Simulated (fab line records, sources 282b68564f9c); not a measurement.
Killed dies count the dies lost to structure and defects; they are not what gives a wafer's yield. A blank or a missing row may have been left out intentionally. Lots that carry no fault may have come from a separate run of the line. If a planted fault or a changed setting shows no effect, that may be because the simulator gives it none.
A struck lot beside a sound one :: flow rit-cmos :: 17 steps out of a route of 202
Sound: wafers L360.1, L360.5, L360.6. Wafers L369.4, L369.5, L369.6 were the ones struck. The cause is given at the end.
At each step with rows: each side's tool, then ch and its chambers, then its first start. Under that, the readings that differ: sound wafers :: struck wafers :: difference of the means :: sigmas: that difference in standard deviations of wafers without a fault.
alike: a reading whose means differ by less than 2 such deviations, as well as words and numbers matching on both sides. not compared: withheld readings; readings where some wafer has no value; bounds like >300 that might hide an equal value; numbers whose values overlap and for which the record gives no deviation.
Wherever a step has rows on one side only, a row that says differs or no value, or a row with sigmas, the two part there. Non-overlapping numbers with no deviation appear without sigmas and do not part them. Lack of a reading on every wafer of one side parts them only where that side has two or more wafers.

first, 1 step without rows for these wafers: RIT_PLDD_IMPLANT_08.
RIT_PLDD_STRIP_09: strips in O2, time 180 s.
  sound on plasma-asher-04 ch 0,1, day 3 13:24; struck on plasma-asher-04 ch 0,1, day 5 08:02
  alike: drypump-motor-current-A, rf-refl-power-W
  not compared: rf-hours-counter-h
RIT_PLDD_TW_MEAS_10:
  struck on film-metro-01, day 5 08:11; sound on film-metro-02, day 3 13:35
reading: PLDD_TW
sound: 2354 2346 2352
struck: 2301 2314 2311
difference: -42
sigmas: -2
then, 4 steps without rows for these wafers: RIT_SPACER_CLEAN_00 (cleans in SC1, time 600 s); RIT_SPACER_CLEAN_01 (cleans in dHF, time 30 s); RIT_SPACER_CLEAN_02 (cleans in SC2, time 600 s); RIT_SPACER_CVD_03 (deposits Si3N4 from SiH2Cl2/NH3, target thk 250 nm, time 3226 s).
RIT_SPACER_THK_MEAS_04:
  struck on film-metro-04, day 5 10:36; sound on film-metro-02, day 3 15:55
reading: SPACER_NITRIDE_THK (nm)
sound: 243.3 243.1 244.9
struck: 248.1 249.0 247.8
difference: +4.5
sigmas: +3
RIT_SPACER_ETCHBACK_05: etches Si3N4 in SF6/CHF3, stops on SiO2, target depth 250 nm, time 240 s.
  sound on rie-diel-03 ch 1,2, day 3 15:59; struck on rie-diel-01 ch 0,2,3, day 5 10:38
reading: drypump-motor-current-A (A)
sound: 4.95 5.89 4.97
struck: 5.86 6.08 5.99
difference: +0.71
sigmas: +3
  alike: oes-product-au, throttle-valve-pct
  not compared: rf-hours-counter-h
then, 2 steps without rows for these wafers: RIT_NSD_HMDS_00 (prime time 60 s); RIT_NSD_COAT_01 (resist thk 1000 nm).
RIT_NSD_SOFTBAKE_02: time 60.96 s.
  sound on litho-track-01 ch 0, day 3 16:26; struck on litho-track-04 ch 0, day 5 11:10
  alike: chill-plate-temp-C, plate-sensor-t-centre-C, plate-sensor-t-edge-C, resist-line-temp-C
RIT_NSD_EXPOSE_03: exposes mask M9, target cd 40700 nm.
  sound on iline-stepper-01 ch 0, day 3 16:35; struck on iline-stepper-02 ch 0, day 5 11:26
reading: model.NSD.overlay-x-nm (nm)
sound: -0.05229 -0.05229 -0.05229
struck: 6329 6329 6329
difference: +6329
sigmas: 
  alike: mask, focus-offset-nm
then, 2 steps without rows for these wafers: RIT_NSD_PEB_04; RIT_NSD_DEVELOP_05 (develop time 50 s).
RIT_NSD_OVL_MEAS_06:
  struck on overlay-02, day 5 11:59; sound on overlay-02, day 3 16:59
reading: NSD_OVL (nm)
sound: -0.1 1.4 0.3
struck: - - -
difference: no value on the struck wafers
sigmas: 
  not compared: hold
RIT_M1_PROBE_99:
  the record has rows for the sound wafers here (prober-02, day 4 03:14) and none for the struck ones

## WHERE THEY PART
Last at RIT_M1_PROBE_99 as far as this record goes, first at RIT_PLDD_TW_MEAS_10.

WHY: what had been put in by the simulator
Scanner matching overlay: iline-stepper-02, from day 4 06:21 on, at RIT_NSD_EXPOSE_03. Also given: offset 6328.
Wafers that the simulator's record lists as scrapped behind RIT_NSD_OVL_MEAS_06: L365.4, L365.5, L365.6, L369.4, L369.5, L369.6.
